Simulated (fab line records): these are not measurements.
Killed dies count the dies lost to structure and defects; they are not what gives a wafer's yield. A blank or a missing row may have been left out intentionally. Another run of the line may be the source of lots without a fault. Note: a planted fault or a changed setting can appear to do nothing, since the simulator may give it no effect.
Which tool did it?	flow berkeley cmos170	14 lots, 42 wafers sampled, at 1 step of a route of 331

== WHAT THE GAUGES SHOWED, per wafer ==
The record lacks any reading of a measuring or inspecting step that a usual standard deviation could be used to judge.

== EACH LOT AND THE TOOL THAT RAN IT (in order: tool; ch and the chambers of the sampled wafers; start) ==
lot	UCB170_M1_STRIP_13
L317	plasma asher-01 ch 0,1, day 8 00:26
L316	plasma asher-02 ch 0,1, day 8 00:35
L314	plasma asher-01 ch 0,1, day 8 00:47
L315	plasma asher-01 ch 0,1, day 8 02:10
L319	plasma asher-04 ch 0,1, day 8 18:01
L322	plasma asher-04 ch 0,1, day 8 21:42
L323	plasma asher-02 ch 0,1, day 9 15:14
L324	plasma asher-02 ch 1, day 9 15:29
L330	plasma asher-04 ch 0,1, day 10 10:11
L329	plasma asher-04 ch 0,1, day 10 10:26
L331	plasma asher-02 ch 0,1, day 10 16:37
L332	plasma asher-04 ch 0,1, day 11 16:51
L336	plasma asher-01 ch 0, day 11 18:20
L337	plasma asher-01 ch 0,1, day 12 06:29
- UCB170_M1_STRIP_13: strips in O2.

== AS READ BY THE TOOLS THEMSELVES (means over the sampled wafers that have a number; for cases with no such wafer, the mark the record gives instead) ==
UCB170_M1_STRIP_13.
lot	tool	chamber pressure mTorr (mTorr)	drypump motor current A (A)	oes product au (a.u.)
L317	plasma asher-01	3495	5.1	0.717
L316	plasma asher-02	3501	5.9	0.718
L314	plasma asher-01	3501	4.8	0.722
L315	plasma asher-01	3499	5.1	0.715
L319	plasma asher-04	3498	6.2	0.715
L322	plasma asher-04	3499	6.2	0.719
L323	plasma asher-02	3499	5.9	0.721
L324	plasma asher-02	3501	6.0	0.722
L330	plasma asher-04	3501	5.9	0.724
L329	plasma asher-04	3503	5.9	0.722
L331	plasma asher-02	-	-	-
L332	plasma asher-04	-	-	-
L336	plasma asher-01	3496	5.3	0.721
L337	plasma asher-01	3499	5.0	0.720

== THE ANSWER, worked out from the rows above alone ==
Rule: what is usual is taken from the lots themselves. Put in order of their means at a reading, lots are off if they are a third of the lots or fewer, leave a main group of 4 or more, and stand apart from it by a gap of 3 or more times the standard deviation of the main group's means; of several such gaps the widest counts. Not used: any main group whose means are identical at the precision the tables above print for the reading. Also off: a lot with no number at a reading for which 4 or more lots have one. All remaining lots with rows at the step are treated as sound. First the gauges in route order, then the tools' own readings, where a lot's mean is used as printed above. At the first step where some lot is off, the reading lying furthest off is the one used; lots without a number count as furthest.
Off at UCB170_M1_STRIP_13 (chamber pressure mTorr): L331, L332. Without a number there: L331, L332. Main group: mean 3499 mTorr, sd 2.2.
If a tool, at that step or one of the process steps before it, ran each lot that is off and ran no sound lot following the first of them, it fits. None of those tried fits.

== WHAT THE SIMULATOR HAD INSERTED ==
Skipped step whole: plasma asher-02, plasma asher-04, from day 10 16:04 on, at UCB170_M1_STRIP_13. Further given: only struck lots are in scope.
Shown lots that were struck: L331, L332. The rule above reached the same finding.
